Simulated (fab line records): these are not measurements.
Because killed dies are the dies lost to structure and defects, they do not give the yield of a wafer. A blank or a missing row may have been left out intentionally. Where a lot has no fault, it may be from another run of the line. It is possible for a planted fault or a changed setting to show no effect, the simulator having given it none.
The tool behind it: which one? || flow berkeley-cmos170 || 7 lots, 21 wafers sampled, at 4 steps of a route of 331

WHAT THE GAUGES READ, wafer by wafer
UCB170_M3_OVL_MEAS_16.
{"lot": "L655", "measured": "day 10 00:05", "on": "overlay-02", "M3_OVL (nm)": "-8 -5 -15"}
{"lot": "L656", "measured": "day 10 00:54", "on": "overlay-01", "M3_OVL (nm)": "-4 -4 -4"}
{"lot": "L658", "measured": "day 10 10:36", "on": "overlay-01", "M3_OVL (nm)": "-2 -6 4"}
{"lot": "L664", "measured": "day 11 05:45", "on": "overlay-02", "M3_OVL (nm)": "-5 -3 -8"}
{"lot": "L666", "measured": "day 12 12:46", "on": "overlay-01", "M3_OVL (nm)": "-13 -10 -8"}
{"lot": "L672", "measured": "day 13 13:23", "on": "overlay-02", "M3_OVL (nm)": "-4 1 3"}
{"lot": "L674", "measured": "day 13 12:47", "on": "overlay-02", "M3_OVL (nm)": "-4 -5 -3"}

WHAT TOOL EACH LOT RAN ON (gives the tool, then ch and the chambers of the sampled wafers, and finally the start)
{"lot": "L655", "UCB170_NWELL_ETCH_13": "rie-diel-04 ch 0,3, day 3 08:09", "UCB170_NWELL_STRIP_15": "plasma-asher-04 ch 0,1, day 3 08:25", "UCB170_V2_STRIP_15": "plasma-asher-04 ch 0,1, day 9 20:39"}
{"lot": "L656", "UCB170_NWELL_ETCH_13": "rie-diel-01 ch 0,1,2, day 3 12:47", "UCB170_NWELL_STRIP_15": "plasma-asher-03 ch 0,1, day 3 13:04", "UCB170_V2_STRIP_15": "plasma-asher-02 ch 0,1, day 9 21:00"}
{"lot": "L658", "UCB170_NWELL_ETCH_13": "rie-diel-04 ch 2,3, day 4 00:49", "UCB170_NWELL_STRIP_15": "plasma-asher-02 ch 0,1, day 4 01:04", "UCB170_V2_STRIP_15": "plasma-asher-03 ch 0,1, day 10 08:21"}
{"lot": "L664", "UCB170_NWELL_ETCH_13": "rie-diel-04 ch 0,3, day 4 22:31", "UCB170_NWELL_STRIP_15": "plasma-asher-02 ch 0,1, day 4 22:46", "UCB170_V2_STRIP_15": "plasma-asher-04 ch 0,1, day 11 02:26"}
{"lot": "L666", "UCB170_NWELL_ETCH_13": "rie-diel-04 ch 2,3, day 5 22:44", "UCB170_NWELL_STRIP_15": "plasma-asher-04 ch 0,1, day 5 22:59", "UCB170_V2_STRIP_15": "plasma-asher-03 ch 0,1, day 12 08:44"}
{"lot": "L672", "UCB170_NWELL_ETCH_13": "rie-diel-02 ch 0,1,2, day 6 22:08", "UCB170_NWELL_STRIP_15": "plasma-asher-04 ch 1, day 6 22:23", "UCB170_V2_STRIP_15": "plasma-asher-03 ch 0,1, day 13 10:49"}
{"lot": "L674", "UCB170_NWELL_ETCH_13": "rie-diel-02 ch 0,2,3, day 7 06:05", "UCB170_NWELL_STRIP_15": "plasma-asher-03 ch 0,1, day 7 06:20", "UCB170_V2_STRIP_15": "plasma-asher-03 ch 0,1, day 13 10:20"}
- UCB170_NWELL_ETCH_13: etches Si3N4 in CH3F/Ar/O2, stops on SiO2, target depth 246.4 nm, time 154 s.
- UCB170_NWELL_STRIP_15: strips in O2.
- UCB170_V2_STRIP_15: strips in O2.

THE ANSWER, worked out from the rows above alone
Rule: the usual values come from the lots themselves. Put in order of their means at a reading, lots are off if they are a third of the lots or fewer, leave a main group of 4 or more, and stand apart from it by a gap of 3 or more times the standard deviation of the main group's means; of several such gaps the widest counts. Not used: any main group whose means are identical at the precision the tables above print for the reading. Also off: a lot with no number at a reading for which 4 or more lots have one. All remaining lots with rows at the step are treated as sound.
None of the lots is off at any reading shown; this tells nothing.

WHAT HAD BEEN PUT IN BY THE SIMULATOR
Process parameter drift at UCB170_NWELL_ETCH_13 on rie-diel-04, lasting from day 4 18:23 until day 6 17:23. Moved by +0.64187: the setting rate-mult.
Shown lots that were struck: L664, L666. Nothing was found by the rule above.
